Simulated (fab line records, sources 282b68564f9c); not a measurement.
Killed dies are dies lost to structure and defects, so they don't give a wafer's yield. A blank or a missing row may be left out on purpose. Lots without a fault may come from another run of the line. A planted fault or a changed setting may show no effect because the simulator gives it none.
Problem report in the 8D (eight disciplines) form, filled by code | flow rit_cmos | the parts of the form that need people (team, actions taken, sign-off) are left out

1. THE PROBLEM
NLDD_TW at RIT_NLDD_TW_MEAS_10 reads a mean of 2700 on 6 wafers of 2 lots; wafers without a fault read 2504 with a standard deviation of 14. That is +14 standard deviations from the usual mean.
First seen on wafer L192.4, day 5 12:31, on film_metro-02. The record holds 42 wafers of 14 lots with a number at this step. Rule for "out", or "out of limits": more than 4 standard deviations from the usual mean. The other wafers with a number count as sound.

2. WHAT IT IS AND WHAT IT IS NOT
question                    | is                     | is not
which readings at this step | NLDD_TW                | -
which lots                  | L192, L193             | L179, L181, L182, L183, L184, L186, L187, L188, L194, L195, L196, L202
which wafers of those lots  | all that have a number | -
read on which gauges        | film_metro-02          | film_metro-01, film_metro-04
when                        | from day 5 12:31       | up to then (24 sound wafers); but 12 sound wafers of L194, L195, L196, L202 came after

3. SUSPECTS, AND WHAT RULES EACH OUT
Counting: a tool at a process step up to the reading stays a suspect if it ran every lot that is out and no sound lot after the first of them.
- the gauge at RIT_NLDD_TW_MEAS_10: ruled out. All the wafers that are out were read on film_metro-02, but those of them that RIT_NLDD_IMPLANT_08 has rows for are out there too, on other tools.
- implanter-03 at RIT_NLDD_IMPLANT_08: ruled out as a lasting fault. Sound lots L202 ran on it after its first lot that is out, L192 (day 5 12:14).
Left after counting: nothing in the record.

4. THE CAUSE (what the simulator had put in)
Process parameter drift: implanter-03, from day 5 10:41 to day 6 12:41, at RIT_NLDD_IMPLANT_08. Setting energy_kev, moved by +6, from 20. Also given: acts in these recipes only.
Counting ruled it out, wrongly: the rule takes a fault to strike every lot that its tool runs from its start on, and this one did not.

5. THE CHAIN OF EFFECTS, in route order
Each row: a reading whose mean over the struck wafers that have a number lies more than 3 standard deviations from the usual. Only readings for which the record gives a usual standard deviation are gone through. hours: the time from each lot's start at the first step in this table that gives one to its start at this step, as a median over the lots. sigmas: the change in usual standard deviations.
hours | step                    | reading         | usual        | on struck wafers | change | sigmas
0     | RIT_NLDD_IMPLANT_08     | beam_energy_keV | 20.000       | 26.001           | +6.001 | +99 or more
0     | RIT_NLDD_TW_MEAS_10     | NLDD_TW         | 2504         | 2700             | +196   | +14
16    | RIT_SDANNEAL_RS_MEAS_07 | NLDD_RS         | 151.7 ohm/sq | 147.8            | -3.9   | -9.1
The process steps in it:
- RIT_NLDD_IMPLANT_08

6. WHAT WOULD HAVE CAUGHT IT SOONER
In this record the first reading out of limits at a measuring or inspecting step was taken at day 5 12:31, 2 hours after the fault began at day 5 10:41.
The tool's own readings at RIT_NLDD_IMPLANT_08 were out on every struck wafer that the step has a row for (beam_energy_keV): an alarm limit on them would have fired on the first of those.
